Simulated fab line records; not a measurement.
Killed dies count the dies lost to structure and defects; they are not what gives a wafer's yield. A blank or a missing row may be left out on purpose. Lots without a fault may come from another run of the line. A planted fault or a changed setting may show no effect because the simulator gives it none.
A lot that was struck, set against a sound lot :: flow rit cmos :: 18 out of 202 route steps
Sound: wafers L621.1, L621.3, L621.4. Struck: wafers L630.1, L630.3, L630.5. The cause is named last.
At each step with rows: each side's tool, then ch and its chambers, then its first start. Under that, the readings that differ: sound wafers :: struck wafers :: difference of the means :: sigmas: that difference in standard deviations of wafers without a fault.
alike: words and numbers the same on both sides, and readings whose means are apart by under 2 such deviations; not compared: readings that were withheld, readings missing a value for some wafer, numbers with overlapping values and no deviation given by the record, and bounds like >300 which may hide the same value.
A row with sigmas, a row that says differs or no value, or rows on one side alone: a step with any of these is where the two part. Numbers that don't overlap but have no deviation are shown without sigmas and don't part them. A reading missing from all wafers of one side parts the sides only when that side holds two or more wafers.

first, 2 steps without rows for these wafers: RIT_ACTIVE_CLEAN_17 (cleans in SC2, time 600 s); RIT_FOX1_OXIDATION_00 (target thk 350.7 nm, ox time 1130 s).
RIT_FOX1_THK_MEAS_01:
  sound on film metro-04 at day 2 13:00; struck on film metro-04 at day 4 09:49
  alike: FOX1_OXIDE_THK
then, 2 steps without rows for these wafers: RIT_FOX1_WET_ETCH_02 (etches SiO2 in BOE, target depth 350 nm, time 390 s); RIT_FOX2_OXIDATION_00 (target thk 350.7 nm, ox time 1130 s).
RIT_FOX2_THK_MEAS_01:
  sound on film metro-02 at day 2 14:30; struck on film metro-02 at day 4 11:26
  alike: FOX2_OXIDE_THK
then, 2 steps without rows for these wafers: RIT_FOX2_CLEAN_02 (cleans in dHF, time 180 s); RIT_FOX2_WET_ETCH_03 (etches Si3N4 in H3PO4, target depth 195 nm, time 2700 s).
RIT_FOX2_THK_MEAS_90:
  sound on film metro-02 at day 2 15:23; struck on film metro-02 at day 4 12:19
  alike: FIELD_OXIDE_LEFT_1_THK
then, 3 steps without rows for these wafers: RIT_NWELL_HMDS_00 (prime time 60 s); RIT_NWELL_COAT_01 (resist thk 1300 nm); RIT_NWELL_SOFTBAKE_02 (time 60 s).
RIT_NWELL_EXPOSE_03: exposes mask M2, target cd 43900 nm.
  sound on iline stepper-02 ch 0, day 2 15:54; struck on iline stepper-02 ch 0, day 4 12:50
reading: stage vel mm s (mm/s)
sound: 500.46 500.84 500.34
struck: 499.72 499.92 499.64
difference: -0.79
sigmas: -3

reading: model.NWELL.overlay x nm (nm)
sound: 2.455 2.455 2.455
struck: -180.4 -180.4 -180.4
difference: -182.9
sigmas: 
  alike: mask
then, 2 steps without rows for these wafers: RIT_NWELL_PEB_04; RIT_NWELL_DEVELOP_05 (develop time 68 s).
RIT_NWELL_OVL_MEAS_06:
  sound on overlay-02 at day 2 16:20; struck on overlay-01 at day 4 13:16
reading: NWELL_OVL (nm)
sound: 3.6 3.9 4.1
struck: -178.5 -177.1 -178.6
difference: -181.9
sigmas: -99 or more
then, 1 step without rows for these wafers: RIT_NWELL_HARDBAKE_07 (time 120 s).
RIT_M1_PROBE_99:
  sound on prober-02 at day 4 06:18; struck on prober-01 at day 6 03:08
reading: model.etest.well edge right.line ohm um
sound: 180.2 183.4 178.6
struck: 193.2 192.8 193
difference: +12.3
sigmas: 

reading: model.etest.well edge left.line ohm um
sound: 181.9 183.3 184.2
struck: 172.4 176.3 176.3
difference: -8.1
sigmas: 
  alike: killed at front end, killed dies, killed open, killed short

WHERE THEY PART
Earliest at RIT_NWELL_EXPOSE_03; latest, in this record, at RIT_NWELL_OVL_MEAS_06. Later steps at which nothing parts them and some readings are alike: RIT_M1_PROBE_99.

WHY: whatever the simulator had introduced
Scanner matching overlay: iline stepper-02, from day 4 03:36 on, at RIT_NWELL_EXPOSE_03. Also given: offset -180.
